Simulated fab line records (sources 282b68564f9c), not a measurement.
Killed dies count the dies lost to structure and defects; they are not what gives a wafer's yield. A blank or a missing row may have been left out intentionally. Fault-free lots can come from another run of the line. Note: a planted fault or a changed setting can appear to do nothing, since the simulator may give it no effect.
A lot that was struck, set against a sound lot ; flow rit_cmos ; 15 out of 202 route steps
Sound: the wafers L219.2, L219.3, L219.5. Struck: wafers L231.1, L231.2, L231.3. The cause is named last.
Order at every step that has rows: each side's tool, ch and its chambers, its first start. Under that, the readings that differ: sound wafers ; struck wafers ; difference of the means ; sigmas: that difference in standard deviations of wafers without a fault.
alike: words and numbers the same on both sides, and readings whose means are apart by under 2 such deviations; not compared: readings that were withheld, readings missing a value for some wafer, numbers with overlapping values and no deviation given by the record, and bounds like >300 which may hide the same value.
The two part at a step that has a row with sigmas, a row that says differs or no value, or rows on one side only. Non-overlapping numbers with no deviation appear without sigmas and do not part them. Lack of a reading on every wafer of one side parts them only where that side has two or more wafers.

first, 5 steps without rows for these wafers: RIT_NWELL_COAT_01 (resist thk 1321 nm); RIT_NWELL_SOFTBAKE_02 (time 60 s); RIT_NWELL_EXPOSE_03 (exposes mask M2, target cd 43900 nm); RIT_NWELL_PEB_04; RIT_NWELL_DEVELOP_05 (develop time 68 s).
RIT_NWELL_OVL_MEAS_06:
  struck on overlay-02, day 4 10:06; sound on overlay-01, day 1 22:23
reading;sound;struck;difference;sigmas
NWELL_OVL (nm);-3.2 -1.8 -4.6;0.4 0.8 -1.4;+3.1;+2
then, 2 steps without rows for these wafers: RIT_NWELL_HARDBAKE_07 (time 120 s); RIT_NWELL_IMPLANT_08.
RIT_NWELL_STRIP_09: strips in O2, time 180 s.
  sound on plasma_asher-04 ch 0,1, day 1 22:49; struck on plasma_asher-02 ch 0,1, day 4 10:32
  alike: chamber_pressure_mTorr, drypump_motor_current_A
  not compared: rf_hours_counter_h
RIT_NWELL_TW_MEAS_10:
  struck on film_metro-04, day 4 10:43; sound on film_metro-01, day 1 23:00
  alike: NWELL_TW
then, 2 steps without rows for these wafers: RIT_PWELL_HMDS_00 (prime time 60 s); RIT_PWELL_COAT_01 (resist thk 1300 nm).
RIT_PWELL_SOFTBAKE_02: time 61.43 s.
  sound on litho_track-01 ch 0, day 1 23:26; struck on litho_track-01 ch 0, day 4 11:08
reading;sound;struck;difference;sigmas
heater_power_total_W (W);34.62 34.53 34.59;34.94 35.05 35.04;+0.43;+9
plate_sensor_t_centre_C (C);90.970 90.951 90.964;91.837 91.845 91.857;+0.885;+88
plate_sensor_t_edge_C (C);91.028 91.024 91.009;91.880 91.908 91.890;+0.872;+79
  alike: exhaust_pa
then, 1 step without rows for these wafers: RIT_PWELL_EXPOSE_03 (exposes mask M3, target cd 43700 nm).
RIT_M1_PROBE_99:
  struck on prober-01, day 6 03:33; sound on prober-02, day 3 11:06
  alike: killed_at_M0_to_M3, killed_at_front_end, killed_dies, killed_open, killed_short

## WHERE THEY PART
At RIT_NWELL_OVL_MEAS_06 first; at RIT_PWELL_SOFTBAKE_02 last (within this record only). Later steps at which nothing parts them and some readings are alike: RIT_M1_PROBE_99.

WHY: whatever the simulator had introduced
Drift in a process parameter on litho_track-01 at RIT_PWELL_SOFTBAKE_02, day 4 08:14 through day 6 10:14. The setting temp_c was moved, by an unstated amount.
